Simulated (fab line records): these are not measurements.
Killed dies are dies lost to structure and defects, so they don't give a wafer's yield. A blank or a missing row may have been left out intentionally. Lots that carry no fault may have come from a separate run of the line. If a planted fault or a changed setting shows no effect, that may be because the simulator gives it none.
fab line records | flow rit-cmos
[record] lots = 15 | wafers = 45 | last-day = 7
route steps=202 shown PWELL@52 NRETRO@59 REOX@98 M1@202
lots that met no fault: taken from a fault-free run of the same line
start-h: the number of hours between the record's first day and the start of the first shown wafer of the lot | wait-h: how many hours have passed since the lot's step before this one | " repeats the value in the row above | L1.1+2: a single row standing in for several wafers | - no value present, or no start provided | * or withheld: withheld | < > ~ a bound
route shown NAME@n: a module of which the file shows steps, and the number in the route of the first | usual: mean/standard deviation taken from wafers without a fault | same: alike in all rows | chamber/n: place in a boat | sites: readings site by site | _std_site: the values' standard deviation | _edge_site: mean of outer sites minus mean of inner sites | radius-mm: how far each site lies from the wafer's centre | mask NAME#n: copy n | behind: the tool/chamber that last shaped the wafer | hold: the reason the lot was held/the length of the hold in hours/how it ended | device: the transistor (n, p or np) that didn't switch | end of line: the route-end tests of the same wafers | a step given without rows: its recipe and nothing more | killed: count of dies lost to structure and defects at first sort (not the wafer's yield) | map: a wafer's dies, marking killed ones x, the rest . and places with no die _
set.NAME: the setting the step ran with; set.NAME@STEP: the setting that earlier step ran with | model.NAME: the simulator's own value behind a step, which no gauge read
a sample of lots followed through the steps of the route, with each step as a table and each wafer as a row
services: a tool's chamber out of use, with start hour (start-h, from the record's first day; less than 0 if before it), hours out, and reason
[[steps]]
[step RIT_WELLDRIVE_RS_MEAS_02]
[recipe] thk-meas-gauge = four-point-probe
[usual] PWELL_RS = 430.2/1.3
lot.wafer | tool          | chamber | start-h | wait-h | PWELL_RS[ohm/sq]
L754.2    | film-metro-01 | -       | 35.26   | 0.1    | 429.8
L754.5    | "             | -       | "       | "      | 428.8
L754.6    | "             | -       | "       | "      | 430.4
L755.2    | film-metro-04 | -       | 40.21   | 0.1    | 430.0
L755.3    | "             | -       | "       | "      | 428.5
L755.6    | "             | -       | "       | "      | 430.5
L756.2    | film-metro-01 | -       | 43.97   | 0.1    | 428.0
L756.3    | "             | -       | "       | "      | 428.6
L756.5    | "             | -       | "       | "      | 428.4
L757.1    | film-metro-03 | -       | 48.66   | 0.1    | 431.0
L757.2    | "             | -       | "       | "      | 432.2
L757.4    | "             | -       | "       | "      | 432.0
L758.3    | film-metro-01 | -       | 53.77   | 0.1    | 428.5
L758.4    | "             | -       | "       | "      | 429.2
L758.6    | "             | -       | "       | "      | 427.4
L759.1    | film-metro-03 | -       | 56.60   | 0.1    | 430.5
L759.3    | "             | -       | "       | "      | 429.4
L759.5    | "             | -       | "       | "      | 430.3
L762.1    | film-metro-01 | -       | 77.36   | 0.1    | 428.5
L762.4    | "             | -       | "       | "      | 428.9
L762.6    | "             | -       | "       | "      | 428.5
L763.1    | film-metro-03 | -       | 78.38   | 0.1    | 430.1
L763.2    | "             | -       | "       | "      | 429.9
L763.6    | "             | -       | "       | "      | 430.4
L764.3    | film-metro-04 | -       | 82.48   | 0.1    | 429.4
L764.4    | "             | -       | "       | "      | 428.9
L764.6    | "             | -       | "       | "      | 429.2
L770.1    | film-metro-04 | -       | 115.36  | 0.1    | 428.7
L770.3    | "             | -       | "       | "      | 428.3
L770.4    | "             | -       | "       | "      | 429.6
L771.1    | film-metro-03 | -       | 115.36  | 0.1    | 432.6
L771.2    | "             | -       | "       | "      | 432.8
L771.4    | "             | -       | "       | "      | 431.9
L772.3    | film-metro-04 | -       | 119.69  | 0.1    | 429.8
L772.4    | "             | -       | "       | "      | 431.3
L772.6    | "             | -       | "       | "      | 429.6
L774.1    | film-metro-04 | -       | 130.19  | 0.1    | 432.9
L774.4    | "             | -       | "       | "      | 431.2
L774.6    | "             | -       | "       | "      | 432.8
L775.2    | film-metro-03 | -       | 133.98  | 0.1    | 430.0
L775.3    | "             | -       | "       | "      | 430.0
L775.6    | "             | -       | "       | "      | 430.8
L777.2    | film-metro-01 | -       | 145.27  | 0.1    | 430.2
L777.3    | "             | -       | "       | "      | 430.8
L777.4    | "             | -       | "       | "      | 430.7
[step RIT_NRETRO_OVL_MEAS_06]
[usual] NRETRO_OVL = -0.3/1.1
lot.wafer | tool       | chamber | start-h | wait-h | NRETRO_OVL[nm]
L754.2    | overlay-02 | -       | 36.48   | -      | 0.9
L754.5    | "          | -       | "       | "      | -0.1
L754.6    | "          | -       | "       | "      | -0.6
L755.2    | overlay-01 | -       | 41.39   | -      | -2.9
L755.3    | "          | -       | "       | "      | -0.6
L755.6    | "          | -       | "       | "      | -2.3
L756.2    | overlay-02 | -       | 45.00   | -      | 0.7
L756.3    | "          | -       | "       | "      | 0.5
L756.5    | "          | -       | "       | "      | 0.0
L757.1    | overlay-02 | -       | 49.78   | -      | -1.9
L757.2    | "          | -       | "       | "      | -1.8
L757.4    | "          | -       | "       | "      | -1.8
L758.3    | overlay-01 | -       | 54.74   | -      | 0.4
L758.4    | "          | -       | "       | "      | 0.3
L758.6    | "          | -       | "       | "      | -0.8
L759.1    | overlay-02 | -       | 57.72   | -      | 0.2
L759.3    | "          | -       | "       | "      | -0.2
L759.5    | "          | -       | "       | "      | 1.2
L762.1    | overlay-02 | -       | 78.48   | -      | -0.3
L762.4    | "          | -       | "       | "      | -0.3
L762.6    | "          | -       | "       | "      | 0.1
L763.1    | overlay-01 | -       | 79.50   | -      | -1.3
L763.2    | "          | -       | "       | "      | -0.9
L763.6    | "          | -       | "       | "      | -1.1
L764.3    | overlay-01 | -       | 83.53   | -      | 0.1
L764.4    | "          | -       | "       | "      | -1.4
L764.6    | "          | -       | "       | "      | -0.3
L770.1    | overlay-02 | -       | 116.48  | -      | -1.0
L770.3    | "          | -       | "       | "      | -0.7
L770.4    | "          | -       | "       | "      | -1.9
L771.1    | overlay-02 | -       | 116.70  | -      | 0.0
L771.2    | "          | -       | "       | "      | 0.1
L771.4    | "          | -       | "       | "      | 0.7
L772.3    | overlay-01 | -       | 120.66  | -      | -0.2
L772.4    | "          | -       | "       | "      | 0.5
L772.6    | "          | -       | "       | "      | -0.4
L774.1    | overlay-01 | -       | 131.31  | -      | -0.8
L774.4    | "          | -       | "       | "      | -1.6
L774.6    | "          | -       | "       | "      | 0.3
L775.2    | overlay-02 | -       | 135.11  | -      | 0.5
L775.3    | "          | -       | "       | "      | 1.1
L775.6    | "          | -       | "       | "      | 0.2
L777.2    | overlay-02 | -       | 146.38  | -      | -1.4
L777.3    | "          | -       | "       | "      | -1.3
L777.4    | "          | -       | "       | "      | -1.6
[step RIT_NRETRO_TW_MEAS_10]
[usual] NRETRO_TW = 1047/13
lot.wafer | tool          | chamber | start-h | wait-h | NRETRO_TW
L754.2    | film-metro-04 | -       | 37.14   | 0.1    | 1038
L754.5    | "             | -       | "       | "      | 1037
L754.6    | "             | -       | "       | "      | 1039
L755.2    | film-metro-04 | -       | 42.01   | 0.1    | 1034
L755.3    | "             | -       | "       | "      | 1035
L755.6    | "             | -       | "       | "      | 1034
L756.2    | film-metro-02 | -       | 45.61   | 0.1    | 1066
L756.3    | "             | -       | "       | "      | 1060
L756.5    | "             | -       | "       | "      | 1063
L757.1    | film-metro-02 | -       | 50.39   | 0.1    | 1062
L757.2    | "             | -       | "       | "      | 1062
L757.4    | "             | -       | "       | "      | 1064
L758.3    | film-metro-04 | -       | 55.36   | 0.1    | 1036
L758.4    | "             | -       | "       | "      | 1037
L758.6    | "             | -       | "       | "      | 1034
L759.1    | film-metro-03 | -       | 58.34   | 0.1    | 1057
L759.3    | "             | -       | "       | "      | 1056
L759.5    | "             | -       | "       | "      | 1055
L762.1    | film-metro-03 | -       | 79.09   | 0.1    | 1054
L762.4    | "             | -       | "       | "      | 1054
L762.6    | "             | -       | "       | "      | 1049
L763.1    | film-metro-04 | -       | 80.11   | 0.1    | 1037
L763.2    | "             | -       | "       | "      | 1042
L763.6    | "             | -       | "       | "      | 1032
L764.3    | film-metro-02 | -       | 84.15   | 0.1    | 1063
L764.4    | "             | -       | "       | "      | 1061
L764.6    | "             | -       | "       | "      | 1056
L770.1    | film-metro-02 | -       | 117.09  | 0.1    | 1050
L770.3    | "             | -       | "       | "      | 1057
L770.4    | "             | -       | "       | "      | 1057
L771.1    | film-metro-03 | -       | 117.34  | 0.1    | 1052
L771.2    | "             | -       | "       | "      | 1051
L771.4    | "             | -       | "       | "      | 1057
L772.3    | film-metro-03 | -       | 121.28  | 0.1    | 1060
L772.4    | "             | -       | "       | "      | 1053
L772.6    | "             | -       | "       | "      | 1059
L774.1    | film-metro-03 | -       | 131.92  | 0.1    | 1057
L774.4    | "             | -       | "       | "      | 1061
L774.6    | "             | -       | "       | "      | 1059
L775.2    | film-metro-02 | -       | 135.72  | 0.1    | 1056
L775.3    | "             | -       | "       | "      | 1057
L775.6    | "             | -       | "       | "      | 1056
L777.2    | film-metro-04 | -       | 147.00  | 0.1    | 1038
L777.3    | "             | -       | "       | "      | 1037
L777.4    | "             | -       | "       | "      | 1030
[step RIT_REOX_CLEAN_00]
[recipe] chemistry = SC1 | mix = 3:3:50 | time-s = 616.4 | temp-c = 75
[usual] bath-guard-temp-C = 75.3/0.49 | bath-heat-duty-pct = 16.3/0.98
lot.wafer | tool         | chamber | start-h | wait-h | bath-guard-temp-C | bath-heat-duty-pct
L754.2    | wet-bench-03 | 2       | 46.54   | 0.1    | 75.1              | 17.3
L754.5    | "            | 2       | "       | "      | 75.0              | 16.7
L754.6    | "            | 2       | "       | "      | 74.7              | 17.8
L755.2    | wet-bench-03 | 3       | 51.82   | 0.1    | 75.6              | 17.3
L755.3    | "            | 3       | "       | "      | 75.4              | 18.1
L755.6    | "            | 3       | "       | "      | 75.6              | 14.6
L756.2    | wet-bench-03 | 1       | 58.65   | 0.1    | 75.9              | 17.9
L756.3    | "            | 1       | "       | "      | 76.0              | 16.3
L756.5    | "            | 1       | "       | "      | 75.9              | 16.2
L757.1    | wet-bench-02 | 3       | 64.47   | 0.1    | 75.4              | 17.1
L757.2    | "            | 3       | "       | "      | 75.0              | 17.2
L757.4    | "            | 3       | "       | "      | 75.7              | 16.8
L758.3    | wet-bench-01 | 3       | 64.71   | 0.1    | 75.9              | 15.7
L758.4    | "            | 3       | "       | "      | 75.7              | 16.8
L758.6    | "            | 3       | "       | "      | 75.9              | 16.0
L759.1    | wet-bench-02 | 1       | 67.93   | 0.1    | 75.4              | 15.7
L759.3    | "            | 1       | "       | "      | 75.4              | 16.2
L759.5    | "            | 1       | "       | "      | 75.7              | 16.4
L762.1    | wet-bench-03 | 1       | 87.71   | 0.1    | -                 | -
L762.4    | "            | 1       | "       | "      | -                 | -
L762.6    | "            | 1       | "       | "      | -                 | -
L763.1    | wet-bench-03 | 0       | 89.23   | 0.1    | -                 | -
L763.2    | "            | 0       | "       | "      | -                 | -
L763.6    | "            | 0       | "       | "      | -                 | -
L764.3    | wet-bench-02 | 2       | 96.05   | 0.1    | -                 | -
L764.4    | "            | 2       | "       | "      | -                 | -
L764.6    | "            | 2       | "       | "      | -                 | -
L770.1    | wet-bench-01 | 0       | 125.02  | 0.1    | 74.2              | 15.2
L770.3    | "            | 0       | "       | "      | 74.6              | 15.1
L770.4    | "            | 0       | "       | "      | 74.4              | 16.0
L771.1    | wet-bench-03 | 3       | 126.73  | 0.1    | 75.7              | 17.3
L771.2    | "            | 3       | "       | "      | 75.7              | 16.0
L771.4    | "            | 3       | "       | "      | 75.4              | 15.0
L772.3    | wet-bench-02 | 1       | 130.74  | 0.1    | 75.4              | 15.2
L772.4    | "            | 1       | "       | "      | 75.4              | 15.4
L772.6    | "            | 1       | "       | "      | 75.2              | 16.5
L774.1    | wet-bench-03 | 1       | 139.84  | 0.1    | 75.9              | 18.7
L774.4    | "            | 1       | "       | "      | 75.9              | 17.0
L774.6    | "            | 1       | "       | "      | 76.1              | 17.6
L775.2    | wet-bench-02 | 2       | 146.23  | 0.1    | 74.9              | 15.3
L775.3    | "            | 2       | "       | "      | 74.7              | 15.7
L775.6    | "            | 2       | "       | "      | 75.7              | 15.3
L777.2    | wet-bench-02 | 3       | 156.29  | 0.1    | 75.2              | 15.4
L777.3    | "            | 3       | "       | "      | 75.6              | 15.3
L777.4    | "            | 3       | "       | "      | 75.1              | 16.6
[step RIT_M1_PROBE_99]
[usual] killed_at_M0_to_M3 = 0.0/0.16 | killed-at-contacts = 0.1/0.24 | killed-at-front-end = 7/3.2 | killed-dies = 7/3.2 | killed-open = 3.4/2 | killed-short = 3.5/2.2
[same] gross-dies = 264 | killed_at_M4_up = 0 | killed-at-back-side = 0 | killed-at-other = 0
lot.wafer | tool      | chamber | start-h | wait-h | killed_at_M0_to_M3 | killed-at-contacts | killed-at-front-end | killed-dies | killed-open | killed-short
L754.2    | prober-01 | -       | 68.24   | 0.1    | 0                  | 1                  | 3                   | 4           | 1           | 3
L754.5    | prober-01 | -       | 68.39   | 0.2    | 0                  | 0                  | 4                   | 4           | 2           | 2
L754.6    | prober-01 | -       | 68.44   | 0.2    | 0                  | 0                  | 6                   | 6           | 2           | 4
L755.2    | prober-02 | -       | 77.86   | 0.1    | 0                  | 0                  | 7                   | 7           | 2           | 5
L755.3    | prober-02 | -       | 77.91   | 0.2    | 0                  | 0                  | 10                  | 10          | 5           | 5
L755.6    | prober-02 | -       | 78.06   | 0.2    | 0                  | 0                  | 8                   | 8           | 1           | 7
L756.2    | prober-02 | -       | 80.47   | 0.1    | 0                  | 0                  | 8                   | 8           | 5           | 3
L756.3    | prober-02 | -       | 80.52   | 0.2    | 0                  | 0                  | 6                   | 6           | 4           | 2
L756.5    | prober-02 | -       | 80.62   | 0.2    | 0                  | 0                  | 6                   | 6           | 2           | 4
L757.1    | prober-01 | -       | 84.45   | 0.1    | 0                  | 0                  | 4                   | 4           | 3           | 1
L757.2    | prober-01 | -       | 84.50   | 0.1    | 0                  | 0                  | 2                   | 2           | 2           | 0
L757.4    | prober-01 | -       | 84.60   | 0.2    | 0                  | 0                  | 4                   | 4           | 3           | 1
L758.3    | prober-02 | -       | 86.58   | 0.2    | 0                  | 0                  | 8                   | 8           | 5           | 3
L758.4    | prober-02 | -       | 86.63   | 0.2    | 0                  | 0                  | 11                  | 11          | 5           | 6
L758.6    | prober-02 | -       | 86.73   | 0.2    | 0                  | 0                  | 12                  | 12          | 6           | 6
L759.1    | prober-01 | -       | 89.50   | 0.1    | 0                  | 0                  | 5                   | 5           | 3           | 2
L759.3    | prober-01 | -       | 89.60   | 0.2    | 0                  | 0                  | 6                   | 6           | 2           | 4
L759.5    | prober-01 | -       | 89.70   | 0.2    | 0                  | 1                  | 3                   | 4           | 3           | 1
L762.1    | prober-02 | -       | 107.39  | 0.1    | 0                  | 0                  | 6                   | 6           | 4           | 2
L762.4    | prober-02 | -       | 107.54  | 0.2    | 0                  | 0                  | 4                   | 4           | 2           | 2
L762.6    | prober-02 | -       | 107.64  | 0.2    | 0                  | 0                  | 7                   | 7           | 7           | 0
L763.1    | prober-01 | -       | 111.74  | 0.1    | 0                  | 0                  | 5                   | 5           | 3           | 2
L763.2    | prober-01 | -       | 111.79  | 0.1    | 0                  | 0                  | 8                   | 8           | 4           | 4
L763.6    | prober-01 | -       | 111.99  | 0.2    | 0                  | 0                  | 7                   | 7           | 3           | 4
L764.3    | prober-02 | -       | 116.85  | 0.2    | 0                  | 0                  | 5                   | 5           | 2           | 3
L764.4    | prober-02 | -       | 116.90  | 0.2    | 0                  | 0                  | 5                   | 5           | 3           | 2
L764.6    | prober-02 | -       | 117.00  | 0.2    | 0                  | 0                  | 5                   | 5           | 3           | 2
L770.1    | prober-02 | -       | 145.08  | 0.1    | 0                  | 0                  | 7                   | 7           | 2           | 5
L770.3    | prober-02 | -       | 145.18  | 0.2    | 0                  | 0                  | 5                   | 5           | 1           | 4
L770.4    | prober-02 | -       | 145.23  | 0.2    | 1                  | 0                  | 16                  | 17          | 10          | 7
L771.1    | prober-01 | -       | 147.50  | 0.1    | 0                  | 0                  | 8                   | 8           | 4           | 4
L771.2    | prober-01 | -       | 147.55  | 0.1    | 0                  | 0                  | 5                   | 5           | 4           | 1
L771.4    | prober-01 | -       | 147.65  | 0.2    | 0                  | 0                  | 13                  | 13          | 9           | 4
L772.3    | prober-02 | -       | 153.19  | 0.2    | 0                  | 0                  | 9                   | 9           | 3           | 6
L772.4    | prober-02 | -       | 153.24  | 0.2    | 0                  | 0                  | 4                   | 4           | 3           | 1
L772.6    | prober-02 | -       | 153.34  | 0.2    | 0                  | 0                  | 7                   | 7           | 5           | 2
L774.1    | prober-02 | -       | 160.67  | 0.1    | 0                  | 0                  | 7                   | 7           | 3           | 4
L774.4    | prober-02 | -       | 160.82  | 0.2    | 0                  | 0                  | 4                   | 4           | 4           | 0
L774.6    | prober-02 | -       | 160.92  | 0.2    | 0                  | 0                  | 5                   | 5           | 2           | 3
L775.2    | prober-01 | -       | 167.26  | 0.1    | 0                  | 1                  | 2                   | 3           | 0           | 3
L775.3    | prober-01 | -       | 167.31  | 0.2    | 0                  | 0                  | 7                   | 7           | 6           | 1
L775.6    | prober-01 | -       | 167.46  | 0.2    | 0                  | 0                  | 13                  | 13          | 6           | 7
L777.2    | prober-01 | -       | 179.55  | 0.1    | 0                  | 0                  | 8                   | 8           | 1           | 7
L777.3    | prober-01 | -       | 179.60  | 0.2    | 0                  | 0                  | 2                   | 2           | 2           | 0
L777.4    | prober-01 | -       | 179.65  | 0.2    | 0                  | 0                  | 3                   | 3           | 2           | 1
// killed by level:class
L754.2 SPACER:geometric-particle:short=2 GATE:geometric-particle:open=1 CONTACT:geometric-particle:short=1
L754.5 GATE:geometric-particle:short=2 FOX2:geometric-particle:open=1 GATE:geometric-particle:open=1
L754.6 GATE:geometric-particle:open=2 GATE:geometric-particle:short=2 REOX:geometric-particle:short=1 SPACER:geometric-particle:short=1
L755.2 GATE:geometric-particle:short=2 SILICIDE:geometric-particle:short=2 SPACER:geometric-particle:open=1 SPACER:geometric-particle:short=1 SILICIDE:geometric-particle:open=1
L755.3 GATE:geometric-particle:open=3 SPACER:geometric-particle:short=2 FOX1:geometric-particle:short=1 FOX2:geometric-particle:short=1 REOX:geometric-particle:open=1 SPACER:geometric-particle:open=1 SILICIDE:geometric-particle:short=1
L755.6 REOX:geometric-particle:short=3 GATE:geometric-particle:short=2 FOX2:geometric-particle:open=1 FOX2:geometric-particle:short=1 SILICIDE:geometric-particle:short=1
L756.2 GATE:geometric-particle:short=2 SPACER:geometric-particle:open=2 FOX1:geometric-particle:open=1 FOX1:geometric-particle:short=1 GATE:geometric-particle:open=1 SILICIDE:geometric-particle:open=1
L756.3 SILICIDE:geometric-particle:open=2 FOX2:geometric-particle:open=1 GATE:geometric-particle:short=1 SPACER:geometric-particle:open=1 SILICIDE:geometric-particle:short=1
L756.5 GATE:geometric-particle:short=3 GATE:geometric-particle:open=2 SPACER:geometric-particle:short=1
L757.1 GATE:geometric-particle:open=1 REOX:geometric-particle:short=1 REOX:geometric-particle:open=1 SPACER:geometric-particle:open=1
L757.2 GATE:geometric-particle:open=1 SPACER:geometric-particle:open=1
L757.4 FOX1:geometric-particle:open=1 GATE:geometric-particle:open=1 SPACER:geometric-particle:short=1 SILICIDE:geometric-particle:open=1
L758.3 GATE:geometric-particle:short=2 GATE:geometric-particle:open=2 FOX1:geometric-particle:open=1 FOX2:geometric-particle:open=1 REOX:geometric-particle:open=1 SPACER:geometric-particle:short=1
L758.4 SPACER:geometric-particle:short=3 FOX2:geometric-particle:short=2 SPACER:geometric-particle:open=2 GATE:geometric-particle:short=1 GATE:geometric-particle:open=1 REOX:geometric-particle:open=1 SILICIDE:geometric-particle:open=1
L758.6 SPACER:geometric-particle:open=4 SILICIDE:geometric-particle:short=3 FOX1:geometric-particle:open=1 FOX2:geometric-particle:short=1 GATE:geometric-particle:open=1 REOX:geometric-particle:short=1 SPACER:geometric-particle:short=1
L759.1 FOX1:geometric-particle:short=1 FOX1:geometric-particle:open=1 GATE:geometric-particle:short=1 GATE:geometric-particle:open=1 SPACER:geometric-particle:open=1
L759.3 SILICIDE:geometric-particle:short=3 FOX2:geometric-particle:open=1 REOX:geometric-particle:short=1 SILICIDE:geometric-particle:open=1
L759.5 FOX1:geometric-particle:short=1 SPACER:geometric-particle:open=1 SILICIDE:geometric-particle:open=1 CONTACT:geometric-particle:open=1
L762.1 SPACER:geometric-particle:open=3 SPACER:geometric-particle:short=2 GATE:geometric-particle:open=1
L762.4 GATE:geometric-particle:short=2 GATE:geometric-particle:open=1 SPACER:geometric-particle:open=1
L762.6 SPACER:geometric-particle:open=3 GATE:geometric-particle:open=2 FOX1:geometric-particle:open=1 SILICIDE:geometric-particle:open=1
L763.1 GATE:geometric-particle:short=2 GATE:geometric-particle:open=1 REOX:geometric-particle:open=1 SILICIDE:geometric-particle:open=1
L763.2 REOX:geometric-particle:open=3 FOX1:geometric-particle:short=1 FOX2:geometric-particle:short=1 GATE:geometric-particle:short=1 SILICIDE:geometric-particle:short=1 SILICIDE:geometric-particle:open=1
L763.6 REOX:geometric-particle:open=3 GATE:geometric-particle:short=2 REOX:geometric-particle:short=1 SILICIDE:geometric-particle:short=1
L764.3 FOX1:geometric-particle:short=1 FOX2:geometric-particle:short=1 GATE:geometric-particle:open=1 REOX:geometric-particle:open=1 SPACER:geometric-particle:short=1
L764.4 FOX2:geometric-particle:open=1 GATE:geometric-particle:open=1 GATE:geometric-particle:short=1 SPACER:geometric-particle:short=1 SPACER:geometric-particle:open=1
L764.6 SILICIDE:geometric-particle:open=2 GATE:geometric-particle:short=1 GATE:geometric-particle:open=1 REOX:geometric-particle:short=1
L770.1 FOX1:geometric-particle:short=2 GATE:geometric-particle:short=2 REOX:geometric-particle:open=1 SILICIDE:geometric-particle:short=1 SILICIDE:geometric-particle:open=1
L770.3 REOX:geometric-particle:short=2 FOX2:geometric-particle:short=1 FOX1:geometric-particle:short=1 REOX:geometric-particle:open=1
L770.4 REOX:geometric-particle:open=4 FOX1:geometric-particle:short=3 FOX1:geometric-particle:open=3 GATE:geometric-particle:open=2 GATE:geometric-particle:short=1 REOX:geometric-particle:short=1 SPACER:geometric-particle:short=1 SILICIDE:geometric-particle:open=1
L771.1 FOX1:geometric-particle:open=2 FOX2:geometric-particle:short=2 GATE:geometric-particle:short=1 REOX:geometric-particle:open=1 REOX:geometric-particle:short=1 SPACER:geometric-particle:open=1
L771.2 GATE:geometric-particle:open=3 FOX1:geometric-particle:open=1 SILICIDE:geometric-particle:short=1
L771.4 REOX:geometric-particle:open=3 FOX2:geometric-particle:open=2 GATE:geometric-particle:short=2 GATE:geometric-particle:open=2 FOX1:geometric-particle:open=1 REOX:geometric-particle:short=1 SILICIDE:geometric-particle:open=1 SILICIDE:geometric-particle:short=1
L772.3 SPACER:geometric-particle:short=2 SILICIDE:geometric-particle:short=2 GATE:geometric-particle:open=1 GATE:geometric-particle:short=1 REOX:geometric-particle:short=1 SPACER:geometric-particle:open=1 SILICIDE:geometric-particle:open=1
L772.4 GATE:geometric-particle:open=2 GATE:geometric-particle:short=1 SILICIDE:geometric-particle:open=1
L772.6 GATE:geometric-particle:open=2 FOX2:geometric-particle:short=1 FOX2:geometric-particle:open=1 GATE:geometric-particle:short=1 SPACER:geometric-particle:open=1 SILICIDE:geometric-particle:open=1
L774.1 SPACER:geometric-particle:short=2 FOX2:geometric-particle:short=1 GATE:geometric-particle:open=1 GATE:geometric-particle:short=1 SPACER:geometric-particle:open=1 SILICIDE:geometric-particle:open=1
L774.4 FOX2:geometric-particle:open=2 SPACER:geometric-particle:open=2
L774.6 SPACER:geometric-particle:open=2 FOX2:geometric-particle:short=1 GATE:geometric-particle:short=1 SPACER:geometric-particle:short=1
L775.2 GATE:geometric-particle:short=1 SPACER:geometric-particle:short=1 CONTACT:geometric-particle:short=1
L775.3 SPACER:geometric-particle:open=2 FOX1:geometric-particle:open=1 GATE:geometric-particle:open=1 REOX:geometric-particle:open=1 REOX:geometric-particle:short=1 SILICIDE:geometric-particle:open=1
L775.6 SPACER:geometric-particle:short=3 FOX1:geometric-particle:open=2 GATE:geometric-particle:short=2 SPACER:geometric-particle:open=2 GATE:geometric-particle:open=1 REOX:geometric-particle:short=1 SILICIDE:geometric-particle:open=1 SILICIDE:geometric-particle:short=1
L777.2 GATE:geometric-particle:short=5 FOX1:geometric-particle:short=2 GATE:geometric-particle:open=1
L777.3 FOX2:geometric-particle:open=1 GATE:geometric-particle:open=1
L777.4 FOX2:geometric-particle:short=1 REOX:geometric-particle:open=1 STARTING-WAFER:geometric-particle:open=1
[[services]]
tool         | chamber | start-h | hours | kind
wet-bench-01 | -       | 111.15  | 4.4   | pm
wet-bench-03 | -       | 117.86  | 1.9   | pm
[[key]]
[first-sign] step = RIT_REOX_CLEAN_00 | reading = tool-record | direction = missing
effect none on later readings
met-at RIT_REOX_CLEAN_00
struck-lots L762,L763,L764
tester-left-out L762,L763,L764
not-acting-at RIT_WELLDRIVE_RS_MEAS_02,RIT_NRETRO_OVL_MEAS_06,RIT_NRETRO_TW_MEAS_10
onset-between 67.93 87.71
[fault] kind = skipped-step-whole | tool = wet-bench-02,wet-bench-03 | chamber = - | onset-h = 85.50 | steps = RIT_REOX_CLEAN_00 | scope = struck-lots-only
// tester-left-out: of these lots the tester's yield and bins aren't shown, on N5 and GAA mostly nor the transistor test; their killed dies are dies lost to structure and defects alone, not to doping, threshold or leakage, so they don't give the yield
